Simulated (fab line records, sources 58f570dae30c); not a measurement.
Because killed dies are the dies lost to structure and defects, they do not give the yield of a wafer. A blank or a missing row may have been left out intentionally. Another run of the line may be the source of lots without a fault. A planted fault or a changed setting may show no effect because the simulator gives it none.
Which of the tools did it? | flow berkeley_cmos170 | 14 lots, 42 wafers sampled, at 4 steps of a route of 331

== WHAT THE GAUGES READ, wafer by wafer ==
UCB170_V2_CD_MEAS_90: target cd 700 nm.
lot  | measured     | on        | cd_nm (nm)
L578 | day 9 03:42  | cd_sem-02 | 698.7 698.8 698.1
L582 | day 9 17:20  | cd_sem-02 | 700.8 702.3 701.6
L580 | day 9 21:36  | cd_sem-01 | 700.1 700.6 700.2
L583 | day 9 21:30  | cd_sem-02 | 701.0 699.2 699.5
L584 | day 9 21:46  | cd_sem-02 | 700.5 700.3 699.7
L586 | day 10 13:22 | cd_sem-02 | 699.2 698.4 698.8
L587 | day 10 14:11 | cd_sem-01 | 698.4 698.0 699.3
L590 | day 11 03:48 | cd_sem-02 | 699.1 699.4 699.6
L591 | day 11 03:52 | cd_sem-01 | 699.2 700.8 701.2
L589 | day 11 05:59 | cd_sem-02 | 698.9 699.5 699.5
L597 | day 12 23:20 | cd_sem-01 | 700.5 699.3 699.1
L595 | day 13 01:22 | cd_sem-01 | 699.8 699.0 699.6
L598 | day 13 07:05 | cd_sem-01 | 700.3 700.2 701.8
L600 | day 13 08:38 | cd_sem-02 | 701.0 701.9 702.4

UCB170_M3_CD_MEAS_15: target cd 700 nm.
lot  | measured     | on        | cd_nm (nm)
L578 | day 9 06:01  | cd_sem-01 | 699.5 698.8 698.1
L582 | day 9 20:15  | cd_sem-02 | 697.3 697.9 697.8
L580 | day 10 01:08 | cd_sem-02 | 698.6 698.8 699.0
L583 | day 9 23:38  | cd_sem-02 | 699.0 698.8 698.7
L584 | day 10 01:25 | cd_sem-01 | 700.1 700.1 700.5
L586 | day 10 16:49 | cd_sem-01 | 700.8 699.5 699.9
L587 | day 10 17:03 | cd_sem-01 | 702.1 702.9 702.0
L590 | day 11 07:20 | cd_sem-02 | 699.5 701.0 700.1
L591 | day 11 06:41 | cd_sem-02 | 698.7 698.3 698.3
L589 | day 11 09:10 | cd_sem-01 | 701.0 700.3 701.2
L597 | day 13 02:06 | cd_sem-01 | 700.2 700.4 701.4
L595 | day 13 03:23 | cd_sem-02 | 699.4 699.9 700.4
L598 | day 13 09:14 | cd_sem-02 | 699.2 699.9 699.5
L600 | day 13 11:15 | cd_sem-02 | 701.5 701.3 700.3

UCB170_M3_BOW_MEAS_20.
lot  | measured     | on            | M3_BOW (um)
L578 | day 9 06:37  | film_metro-03 | 38 29 40
L582 | day 9 20:51  | film_metro-01 | 34 30 26
L580 | day 10 01:45 | film_metro-04 | 24 30 33
L583 | day 10 00:26 | film_metro-01 | 40 41 32
L584 | day 10 02:01 | film_metro-01 | 28 36 41
L586 | day 10 17:25 | film_metro-01 | 48 37 49
L587 | day 10 17:48 | film_metro-03 | 45 31 37
L590 | day 11 07:56 | film_metro-03 | 35 51 43
L591 | day 11 07:20 | film_metro-03 | 32 22 25
L589 | day 11 09:47 | film_metro-03 | 33 39 44
L597 | day 13 02:43 | film_metro-04 | 33 34 39
L595 | day 13 04:04 | film_metro-04 | 40 30 40
L598 | day 13 09:50 | film_metro-01 | 41 39 32
L600 | day 13 11:52 | film_metro-01 | 44 29 38

== TOOL THAT RAN EACH LOT (tool first, then ch and the chambers of the sampled wafers, then the start) ==
lot  | UCB170_GATE_ETCH_15
L578 | rie_si-02 ch 1,3, day 7 12:34
L582 | rie_si-02 ch 2,3, day 7 21:56
L580 | rie_si-01 ch 2,3, day 7 22:03
L583 | rie_si-02 ch 1,2,3, day 7 22:32
L584 | rie_si-01 ch 0,1,2, day 8 05:06
L586 | rie_si-02 ch 1,2,3, day 8 20:43
L587 | rie_si-02 ch 0,3, day 8 21:24
L590 | rie_si-01 ch 2,3, day 9 13:53
L591 | rie_si-01 ch 1,2,3, day 9 14:23
L589 | rie_si-01 ch 0,2,3, day 9 14:34
L597 | rie_si-01 ch 1,2,3, day 11 03:56
L595 | rie_si-02 ch 1,2, day 11 04:07
L598 | rie_si-02 ch 1,2,3, day 11 19:26
L600 | rie_si-02 ch 0,3, day 11 19:40
- UCB170_GATE_ETCH_15: etches poly-Si in HBr/Cl2, stops on SiO2, time 56.3 s, target depth 278.2 nm.

== AS READ BY THE TOOLS THEMSELVES (means over the sampled wafers that have a number; for cases with no such wafer, the mark the record gives instead) ==
UCB170_GATE_ETCH_15.
lot  | tool      | drypump_motor_current_A (A) | oes_product_au (a.u.) | throttle_valve_pct (%)
L578 | rie_si-02 | 5.9                         | 0.835                 | 26.58
L582 | rie_si-02 | 6.2                         | 0.828                 | 26.38
L580 | rie_si-01 | 5.5                         | 0.840                 | 26.41
L583 | rie_si-02 | 6.1                         | 0.837                 | 26.53
L584 | rie_si-01 | 5.8                         | 0.833                 | 26.43
L586 | rie_si-02 | 6.1                         | 0.817                 | 26.52
L587 | rie_si-02 | 6.3                         | 0.828                 | 26.29
L590 | rie_si-01 | 5.5                         | 0.828                 | 26.41
L591 | rie_si-01 | 5.6                         | 0.840                 | 26.55
L589 | rie_si-01 | 5.4                         | 0.831                 | 26.48
L597 | rie_si-01 | 5.6                         | 0.825                 | 26.55
L595 | rie_si-02 | 6.4                         | 0.825                 | 26.62
L598 | rie_si-02 | 6.1                         | 0.960                 | 26.53
L600 | rie_si-02 | 6.2                         | 0.946                 | 26.30

== THE ANSWER, worked out from the rows above alone ==
Rule: usual is defined by the lots themselves. The widest of any qualifying gaps counts: lots, ordered by their means at a reading, are off when they make up no more than a third of the lots, leave a main group of 4 or more, and stand apart from it by 3 or more times the standard deviation of that group's means. Not used: any main group whose means are identical at the precision the tables above print for the reading. Also off: a lot with no number at a reading for which 4 or more lots have one. All remaining lots with rows at the step are treated as sound. First the gauges in route order, then the tools' own readings, where a lot's mean is used as printed above. At the first step where some lot is off, the reading lying furthest off is the one used; lots without a number count as furthest.
Off, at UCB170_GATE_ETCH_15 on oes_product_au: L598, L600. For the main group the mean is 0.831 a.u. and the standard deviation 0.0065.
A tool fits if, at that step or a process step before it, it ran every lot that is off, and no sound lot after the first of them. One candidate fits, namely rie_si-02 at UCB170_GATE_ETCH_15. A fault onset in the window from L595 (day 11 04:07, its last sound lot) to L598 (day 11 19:26, its first lot off) fits.
On the lots that are off, the tool's own readings at UCB170_GATE_ETCH_15 differ by more than 5 times the standard deviation of the sound lots' means, which bears it out; oes_product_au reads 0.953 a.u. there versus 0.831 a.u. on the sound lots.

== WHAT THE SIMULATOR HAD PUT IN ==
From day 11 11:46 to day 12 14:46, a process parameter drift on rie_si-02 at UCB170_GATE_ETCH_15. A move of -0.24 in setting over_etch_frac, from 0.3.
Struck lots among those shown: L598, L600. The rule above reached the same finding.
